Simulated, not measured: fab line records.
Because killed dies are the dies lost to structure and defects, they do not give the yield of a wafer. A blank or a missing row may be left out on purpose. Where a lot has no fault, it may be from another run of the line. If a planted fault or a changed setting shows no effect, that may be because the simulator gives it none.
What tool caused it? || flow berkeley_cmos170 || Sampling: 14 lots, 42 wafers, 5 of 331 route steps

== WHAT EACH GAUGE READ, for each wafer ==
UCB170_WELLDRIVE_THK_MEAS_02.
{"lot": "L548", "measured": "day 3 08:31", "on": "film_metro-03", "WELLDRIVE_OXIDE_THK (nm)": "195 192 193"}
{"lot": "L549", "measured": "day 3 12:18", "on": "film_metro-03", "WELLDRIVE_OXIDE_THK (nm)": "208 210 208"}
{"lot": "L551", "measured": "day 4 06:04", "on": "film_metro-02", "WELLDRIVE_OXIDE_THK (nm)": "192 195 191"}
{"lot": "L552", "measured": "day 4 06:05", "on": "film_metro-04", "WELLDRIVE_OXIDE_THK (nm)": "201 195 197"}
{"lot": "L553", "measured": "day 4 12:25", "on": "film_metro-02", "WELLDRIVE_OXIDE_THK (nm)": "194 193 193"}
{"lot": "L554", "measured": "day 4 22:50", "on": "film_metro-02", "WELLDRIVE_OXIDE_THK (nm)": "200 197 197"}
{"lot": "L558", "measured": "day 5 17:10", "on": "film_metro-02", "WELLDRIVE_OXIDE_THK (nm)": "233 230 230"}
{"lot": "L559", "measured": "day 6 01:33", "on": "film_metro-02", "WELLDRIVE_OXIDE_THK (nm)": "195 198 197"}
{"lot": "L560", "measured": "day 6 01:34", "on": "film_metro-04", "WELLDRIVE_OXIDE_THK (nm)": "201 199 196"}
{"lot": "L562", "measured": "day 6 14:32", "on": "film_metro-04", "WELLDRIVE_OXIDE_THK (nm)": "226 229 230"}
{"lot": "L566", "measured": "day 7 11:42", "on": "film_metro-04", "WELLDRIVE_OXIDE_THK (nm)": "195 196 196"}
{"lot": "L567", "measured": "day 7 20:29", "on": "film_metro-04", "WELLDRIVE_OXIDE_THK (nm)": "197 200 196"}
{"lot": "L568", "measured": "day 7 20:29", "on": "film_metro-02", "WELLDRIVE_OXIDE_THK (nm)": "204 202 204"}
{"lot": "L570", "measured": "day 8 02:59", "on": "film_metro-04", "WELLDRIVE_OXIDE_THK (nm)": "200 202 197"}

UCB170_NLDD_OVL_MEAS_07.
{"lot": "L548", "measured": "day 6 14:16", "on": "overlay-01", "NLDD_OVL (nm)": "-6 0 -2"}
{"lot": "L549", "measured": "day 6 14:16", "on": "overlay-02", "NLDD_OVL (nm)": "-1 0 -1"}
{"lot": "L551", "measured": "day 7 12:27", "on": "overlay-01", "NLDD_OVL (nm)": "-2 -2 -7"}
{"lot": "L552", "measured": "day 7 12:11", "on": "overlay-02", "NLDD_OVL (nm)": "7 -2 4"}
{"lot": "L553", "measured": "day 7 18:59", "on": "overlay-01", "NLDD_OVL (nm)": "-4 -13 -4"}
{"lot": "L554", "measured": "day 8 05:43", "on": "overlay-01", "NLDD_OVL (nm)": "0 0 0"}
{"lot": "L558", "measured": "day 8 08:18", "on": "overlay-02", "NLDD_OVL (nm)": "9 9 8"}
{"lot": "L559", "measured": "day 8 23:40", "on": "overlay-02", "NLDD_OVL (nm)": "5 -2 0"}
{"lot": "L560", "measured": "day 9 00:10", "on": "overlay-01", "NLDD_OVL (nm)": "-1 5 6"}
{"lot": "L562", "measured": "day 9 06:08", "on": "overlay-02", "NLDD_OVL (nm)": "-2 -2 1"}
{"lot": "L566", "measured": "day 10 01:26", "on": "overlay-01", "NLDD_OVL (nm)": "-1 1 -4"}
{"lot": "L567", "measured": "day 10 20:23", "on": "overlay-02", "NLDD_OVL (nm)": "-8 -10 -4"}
{"lot": "L568", "measured": "day 10 19:56", "on": "overlay-01", "NLDD_OVL (nm)": "5 9 12"}
{"lot": "L570", "measured": "day 10 19:16", "on": "overlay-01", "NLDD_OVL (nm)": "0 1 2"}

== WHICH TOOL RAN EACH LOT (tool, then ch and the chambers of the sampled wafers, then the start) ==
{"lot": "L548", "UCB170_ZERO_ETCH_06": "rie_diel-02 ch 0,1,2, day 1 16:32", "UCB170_WELLDRIVE_OXIDATION_01": "furnace-04 ch 0, day 3 05:01", "UCB170_NVT_STRIP_08": "plasma_asher-04 ch 0,1, day 5 19:05"}
{"lot": "L549", "UCB170_ZERO_ETCH_06": "rie_diel-04 ch 0,2, day 2 00:01", "UCB170_WELLDRIVE_OXIDATION_01": "furnace-02 ch 0, day 3 08:48", "UCB170_NVT_STRIP_08": "plasma_asher-04 ch 0, day 5 18:59"}
{"lot": "L551", "UCB170_ZERO_ETCH_06": "rie_diel-04 ch 1,3, day 2 10:36", "UCB170_WELLDRIVE_OXIDATION_01": "furnace-01 ch 0, day 4 02:34", "UCB170_NVT_STRIP_08": "plasma_asher-02 ch 0, day 6 11:55"}
{"lot": "L552", "UCB170_ZERO_ETCH_06": "rie_diel-02 ch 0,1, day 2 15:50", "UCB170_WELLDRIVE_OXIDATION_01": "furnace-01 ch 0, day 4 02:34", "UCB170_NVT_STRIP_08": "plasma_asher-04 ch 0,1, day 6 12:13"}
{"lot": "L553", "UCB170_ZERO_ETCH_06": "rie_diel-04 ch 0,1,3, day 2 19:07", "UCB170_WELLDRIVE_OXIDATION_01": "furnace-01 ch 0, day 4 08:55", "UCB170_NVT_STRIP_08": "plasma_asher-01 ch 0,1, day 6 19:39"}
{"lot": "L554", "UCB170_ZERO_ETCH_06": "rie_diel-02 ch 0,2,3, day 3 00:50", "UCB170_WELLDRIVE_OXIDATION_01": "furnace-01 ch 0, day 4 19:20", "UCB170_NVT_STRIP_08": "plasma_asher-04 ch 0,1, day 7 11:04"}
{"lot": "L558", "UCB170_ZERO_ETCH_06": "rie_diel-04 ch 0,1,2, day 3 20:26", "UCB170_WELLDRIVE_OXIDATION_01": "furnace-01 ch 0, day 5 13:40", "UCB170_NVT_STRIP_08": "plasma_asher-04 ch 0,1, day 7 17:31"}
{"lot": "L559", "UCB170_ZERO_ETCH_06": "rie_diel-02 ch 1,2,3, day 4 06:14", "UCB170_WELLDRIVE_OXIDATION_01": "furnace-02 ch 0, day 5 22:03", "UCB170_NVT_STRIP_08": "plasma_asher-01 ch 0,1, day 8 06:05"}
{"lot": "L560", "UCB170_ZERO_ETCH_06": "rie_diel-03 ch 0,1,3, day 4 06:31", "UCB170_WELLDRIVE_OXIDATION_01": "furnace-02 ch 0, day 5 22:03", "UCB170_NVT_STRIP_08": "plasma_asher-04 ch 0,1, day 8 06:03"}
{"lot": "L562", "UCB170_ZERO_ETCH_06": "rie_diel-04 ch 1,2,3, day 4 20:31", "UCB170_WELLDRIVE_OXIDATION_01": "furnace-01 ch 0, day 6 11:02", "UCB170_NVT_STRIP_08": "plasma_asher-01 ch 0, day 8 14:21"}
{"lot": "L566", "UCB170_ZERO_ETCH_06": "rie_diel-03 ch 0,1,3, day 5 13:15", "UCB170_WELLDRIVE_OXIDATION_01": "furnace-02 ch 0, day 7 08:12", "UCB170_NVT_STRIP_08": "plasma_asher-02 ch 0,1, day 9 06:19"}
{"lot": "L567", "UCB170_ZERO_ETCH_06": "rie_diel-03 ch 2,3, day 5 21:14", "UCB170_WELLDRIVE_OXIDATION_01": "furnace-02 ch 0, day 7 16:59", "UCB170_NVT_STRIP_08": "plasma_asher-01 ch 0,1, day 9 20:52"}
{"lot": "L568", "UCB170_ZERO_ETCH_06": "rie_diel-04 ch 0,1, day 5 23:24", "UCB170_WELLDRIVE_OXIDATION_01": "furnace-02 ch 0, day 7 16:59", "UCB170_NVT_STRIP_08": "plasma_asher-04 ch 0,1, day 9 20:57"}
{"lot": "L570", "UCB170_ZERO_ETCH_06": "rie_diel-04 ch 0,2, day 6 12:51", "UCB170_WELLDRIVE_OXIDATION_01": "furnace-02 ch 0, day 7 23:29", "UCB170_NVT_STRIP_08": "plasma_asher-04 ch 0,1, day 10 00:11"}
- UCB170_ZERO_ETCH_06: etches SiO2 in CHF3/CF4/Ar, time 12 s.
- UCB170_WELLDRIVE_OXIDATION_01: target thk 199 nm, ox time 9000 s.
- UCB170_NVT_STRIP_08: strips in O2.

== WHAT THE TOOLS THEMSELVES READ (means of the sampled wafers that have a number; where no wafer has one, the mark that the record gives instead) ==
UCB170_ZERO_ETCH_06.
{"lot": "L548", "tool": "rie_diel-02", "drypump_motor_current_A (A)": 5.85, "mfc_ar_sccm (sccm)": 119.7, "oes_product_au (a.u.)": 0.613, "throttle_valve_pct (%)": 9.17}
{"lot": "L549", "tool": "rie_diel-04", "drypump_motor_current_A (A)": 5.82, "mfc_ar_sccm (sccm)": 120.4, "oes_product_au (a.u.)": 0.621, "throttle_valve_pct (%)": 9.29}
{"lot": "L551", "tool": "rie_diel-04", "drypump_motor_current_A (A)": 6.00, "mfc_ar_sccm (sccm)": 119.8, "oes_product_au (a.u.)": 0.620, "throttle_valve_pct (%)": 9.20}
{"lot": "L552", "tool": "rie_diel-02", "drypump_motor_current_A (A)": 5.82, "mfc_ar_sccm (sccm)": 119.6, "oes_product_au (a.u.)": 0.615, "throttle_valve_pct (%)": 9.14}
{"lot": "L553", "tool": "rie_diel-04", "drypump_motor_current_A (A)": 5.94, "mfc_ar_sccm (sccm)": 120.1, "oes_product_au (a.u.)": 0.616, "throttle_valve_pct (%)": 9.14}
{"lot": "L554", "tool": "rie_diel-02", "drypump_motor_current_A (A)": 5.79, "mfc_ar_sccm (sccm)": 119.9, "oes_product_au (a.u.)": 0.622, "throttle_valve_pct (%)": 9.19}
{"lot": "L558", "tool": "rie_diel-04", "drypump_motor_current_A (A)": 5.77, "mfc_ar_sccm (sccm)": 119.9, "oes_product_au (a.u.)": 0.623, "throttle_valve_pct (%)": 9.28}
{"lot": "L559", "tool": "rie_diel-02", "drypump_motor_current_A (A)": 5.67, "mfc_ar_sccm (sccm)": 120.3, "oes_product_au (a.u.)": 0.614, "throttle_valve_pct (%)": 9.16}
{"lot": "L560", "tool": "rie_diel-03", "drypump_motor_current_A (A)": 5.98, "mfc_ar_sccm (sccm)": 120.3, "oes_product_au (a.u.)": 0.617, "throttle_valve_pct (%)": 9.09}
{"lot": "L562", "tool": "rie_diel-04", "drypump_motor_current_A (A)": 6.07, "mfc_ar_sccm (sccm)": 120.2, "oes_product_au (a.u.)": 0.621, "throttle_valve_pct (%)": 9.22}
{"lot": "L566", "tool": "rie_diel-03", "drypump_motor_current_A (A)": 5.97, "mfc_ar_sccm (sccm)": 120.0, "oes_product_au (a.u.)": 0.620, "throttle_valve_pct (%)": 9.09}
{"lot": "L567", "tool": "rie_diel-03", "drypump_motor_current_A (A)": 6.12, "mfc_ar_sccm (sccm)": 120.1, "oes_product_au (a.u.)": 0.618, "throttle_valve_pct (%)": 9.18}
{"lot": "L568", "tool": "rie_diel-04", "drypump_motor_current_A (A)": 5.61, "mfc_ar_sccm (sccm)": 120.2, "oes_product_au (a.u.)": 0.617, "throttle_valve_pct (%)": 9.20}
{"lot": "L570", "tool": "rie_diel-04", "drypump_motor_current_A (A)": 5.70, "mfc_ar_sccm (sccm)": 120.1, "oes_product_au (a.u.)": 0.618, "throttle_valve_pct (%)": 9.22}

UCB170_WELLDRIVE_OXIDATION_01.
{"lot": "L548", "tool": "furnace-04", "spike_tc_centre_C (C)": 1102.0, "spike_tc_load_C (C)": 1127.5, "spike_tc_source_C (C)": 1130, "tube_center_temp_C (C)": 1100, "tube_center_temp_C_max": 1103.0, "zone_power_centre_pct (%)": 60.0}
{"lot": "L549", "tool": "furnace-02", "spike_tc_centre_C (C)": 1101.2, "spike_tc_load_C (C)": 1126.1, "spike_tc_source_C (C)": 1127, "tube_center_temp_C (C)": 1100, "tube_center_temp_C_max": 1102.8, "zone_power_centre_pct (%)": 58.3}
{"lot": "L551", "tool": "furnace-01", "spike_tc_centre_C (C)": 1102.9, "spike_tc_load_C (C)": 1130.7, "spike_tc_source_C (C)": 1122, "tube_center_temp_C (C)": 1100, "tube_center_temp_C_max": 1102.7, "zone_power_centre_pct (%)": 58.5}
{"lot": "L552", "tool": "furnace-01", "spike_tc_centre_C (C)": 1102.6, "spike_tc_load_C (C)": 1129.3, "spike_tc_source_C (C)": 1121, "tube_center_temp_C (C)": 1100, "tube_center_temp_C_max": 1102.5, "zone_power_centre_pct (%)": 59.4}
{"lot": "L553", "tool": "furnace-01", "spike_tc_centre_C (C)": 1102.9, "spike_tc_load_C (C)": 1128.8, "spike_tc_source_C (C)": 1120, "tube_center_temp_C (C)": 1100, "tube_center_temp_C_max": 1103.2, "zone_power_centre_pct (%)": 58.9}
{"lot": "L554", "tool": "furnace-01", "spike_tc_centre_C (C)": 1103.1, "spike_tc_load_C (C)": 1130.6, "spike_tc_source_C (C)": 1121, "tube_center_temp_C (C)": 1100, "tube_center_temp_C_max": 1103.2, "zone_power_centre_pct (%)": 59.3}
{"lot": "L558", "tool": "furnace-01", "spike_tc_centre_C (C)": 1134.3, "spike_tc_load_C (C)": 1161.5, "spike_tc_source_C (C)": 1153, "tube_center_temp_C (C)": 1132, "tube_center_temp_C_max": 1134.4, "zone_power_centre_pct (%)": 60.7}
{"lot": "L559", "tool": "furnace-02", "spike_tc_centre_C (C)": 1102.0, "spike_tc_load_C (C)": 1127.3, "spike_tc_source_C (C)": 1125, "tube_center_temp_C (C)": 1100, "tube_center_temp_C_max": 1102.8, "zone_power_centre_pct (%)": 57.8}
{"lot": "L560", "tool": "furnace-02", "spike_tc_centre_C (C)": 1101.3, "spike_tc_load_C (C)": 1125.7, "spike_tc_source_C (C)": 1126, "tube_center_temp_C (C)": 1100, "tube_center_temp_C_max": 1102.7, "zone_power_centre_pct (%)": 58.3}
{"lot": "L562", "tool": "furnace-01", "spike_tc_centre_C (C)": 1135.1, "spike_tc_load_C (C)": 1161.8, "spike_tc_source_C (C)": 1154, "tube_center_temp_C (C)": 1132, "tube_center_temp_C_max": 1134.6, "zone_power_centre_pct (%)": 60.5}
{"lot": "L566", "tool": "furnace-02", "spike_tc_centre_C (C)": 1101.2, "spike_tc_load_C (C)": 1124.9, "spike_tc_source_C (C)": 1126, "tube_center_temp_C (C)": 1100, "tube_center_temp_C_max": 1102.5, "zone_power_centre_pct (%)": 58.7}
{"lot": "L567", "tool": "furnace-02", "spike_tc_centre_C (C)": 1102.0, "spike_tc_load_C (C)": 1126.4, "spike_tc_source_C (C)": 1126, "tube_center_temp_C (C)": 1100, "tube_center_temp_C_max": 1102.5, "zone_power_centre_pct (%)": 58.6}
{"lot": "L568", "tool": "furnace-02", "spike_tc_centre_C (C)": 1101.4, "spike_tc_load_C (C)": 1126.6, "spike_tc_source_C (C)": 1126, "tube_center_temp_C (C)": 1100, "tube_center_temp_C_max": 1103.4, "zone_power_centre_pct (%)": 58.3}
{"lot": "L570", "tool": "furnace-02", "spike_tc_centre_C (C)": 1102.4, "spike_tc_load_C (C)": 1126.7, "spike_tc_source_C (C)": 1125, "tube_center_temp_C (C)": 1100, "tube_center_temp_C_max": 1102.6, "zone_power_centre_pct (%)": 58.7}

UCB170_NVT_STRIP_08.
{"lot": "L548", "tool": "plasma_asher-04", "drypump_motor_current_A (A)": 5.4, "o2_flow_sccm (sccm)": 399.2, "oes_product_au (a.u.)": 0.734, "strip_time_to_endpoint_s (s)": 21.55}
{"lot": "L549", "tool": "plasma_asher-04", "drypump_motor_current_A (A)": 5.3, "o2_flow_sccm (sccm)": 399.1, "oes_product_au (a.u.)": 0.729, "strip_time_to_endpoint_s (s)": 21.67}
{"lot": "L551", "tool": "plasma_asher-02", "drypump_motor_current_A (A)": 6.1, "o2_flow_sccm (sccm)": 400.9, "oes_product_au (a.u.)": 0.733, "strip_time_to_endpoint_s (s)": 21.60}
{"lot": "L552", "tool": "plasma_asher-04", "drypump_motor_current_A (A)": 5.3, "o2_flow_sccm (sccm)": 400.2, "oes_product_au (a.u.)": 0.735, "strip_time_to_endpoint_s (s)": 21.65}
{"lot": "L553", "tool": "plasma_asher-01", "drypump_motor_current_A (A)": 6.0, "o2_flow_sccm (sccm)": 400.4, "oes_product_au (a.u.)": 0.736, "strip_time_to_endpoint_s (s)": 21.61}
{"lot": "L554", "tool": "plasma_asher-04", "drypump_motor_current_A (A)": 5.3, "o2_flow_sccm (sccm)": 399.3, "oes_product_au (a.u.)": 0.735, "strip_time_to_endpoint_s (s)": 21.61}
{"lot": "L558", "tool": "plasma_asher-04", "drypump_motor_current_A (A)": 5.3, "o2_flow_sccm (sccm)": 399.0, "oes_product_au (a.u.)": 0.729, "strip_time_to_endpoint_s (s)": 21.62}
{"lot": "L559", "tool": "plasma_asher-01", "drypump_motor_current_A (A)": 6.1, "o2_flow_sccm (sccm)": 400.0, "oes_product_au (a.u.)": 0.736, "strip_time_to_endpoint_s (s)": 21.55}
{"lot": "L560", "tool": "plasma_asher-04", "drypump_motor_current_A (A)": 5.3, "o2_flow_sccm (sccm)": 399.9, "oes_product_au (a.u.)": 0.734, "strip_time_to_endpoint_s (s)": 21.62}
{"lot": "L562", "tool": "plasma_asher-01", "drypump_motor_current_A (A)": 6.3, "o2_flow_sccm (sccm)": 400.4, "oes_product_au (a.u.)": 0.734, "strip_time_to_endpoint_s (s)": 21.74}
{"lot": "L566", "tool": "plasma_asher-02", "drypump_motor_current_A (A)": 6.0, "o2_flow_sccm (sccm)": 399.0, "oes_product_au (a.u.)": 0.734, "strip_time_to_endpoint_s (s)": 21.59}
{"lot": "L567", "tool": "plasma_asher-01", "drypump_motor_current_A (A)": 6.0, "o2_flow_sccm (sccm)": 399.5, "oes_product_au (a.u.)": 0.736, "strip_time_to_endpoint_s (s)": 21.57}
{"lot": "L568", "tool": "plasma_asher-04", "drypump_motor_current_A (A)": 5.3, "o2_flow_sccm (sccm)": 400.1, "oes_product_au (a.u.)": 0.734, "strip_time_to_endpoint_s (s)": 21.51}
{"lot": "L570", "tool": "plasma_asher-04", "drypump_motor_current_A (A)": 5.4, "o2_flow_sccm (sccm)": 400.9, "oes_product_au (a.u.)": 0.735, "strip_time_to_endpoint_s (s)": 21.59}

== THE ANSWER, worked out from the rows above alone ==
Rule: the usual values come from the lots themselves. Put in order of their means at a reading, lots are off if they are a third of the lots or fewer, leave a main group of 4 or more, and stand apart from it by a gap of 3 or more times the standard deviation of the main group's means; of several such gaps the widest counts. Not used: any main group whose means are identical at the precision the tables above print for the reading. Also off: a lot with no number at a reading for which 4 or more lots have one. All remaining lots with rows at the step are treated as sound. After the gauges, taken in route order, come the tools' own readings; for these a lot's mean is taken, as printed above. At the first step where some lot is off, the reading lying furthest off is the one used; lots without a number count as furthest.
Off: L558, L562, seen at UCB170_WELLDRIVE_THK_MEAS_02 (WELLDRIVE_OXIDE_THK). Main group: mean 198 nm, sd 4.3.
If a tool, at a process step before that reading, ran all the lots that are off and no sound lot after the first of them, it fits. Not tried: the gauges at UCB170_WELLDRIVE_THK_MEAS_02; whatever is off there is also off at UCB170_WELLDRIVE_OXIDATION_01, on other tools, and gauge error can't account for it. One fits: UCB170_WELLDRIVE_OXIDATION_01 on furnace-01. Its last sound lot is L554 (day 4 19:20), its first lot that is off L558 (day 5 13:40): a fault that began between those two fits.
The tool's own readings at UCB170_WELLDRIVE_OXIDATION_01 bear it out: on the lots that are off they differ by more than 5 times the standard deviation of the sound lots' means. spike_tc_centre_C reads 1134.7 C there against 1102.1 C on the sound lots; spike_tc_load_C reads 1161.7 C there against 1127.5 C on the sound lots; spike_tc_source_C reads 1154 C there against 1125 C on the sound lots; tube_center_temp_C reads 1132 C there against 1100 C on the sound lots; tube_center_temp_C_max reads 1134.5 there against 1102.8 on the sound lots.

== WHAT THE SIMULATOR HAD INSERTED ==
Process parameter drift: furnace-01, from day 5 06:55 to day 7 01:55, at UCB170_WELLDRIVE_OXIDATION_01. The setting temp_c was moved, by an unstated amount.
Shown lots that were struck: L558, L562. This agrees with what the rule above found.
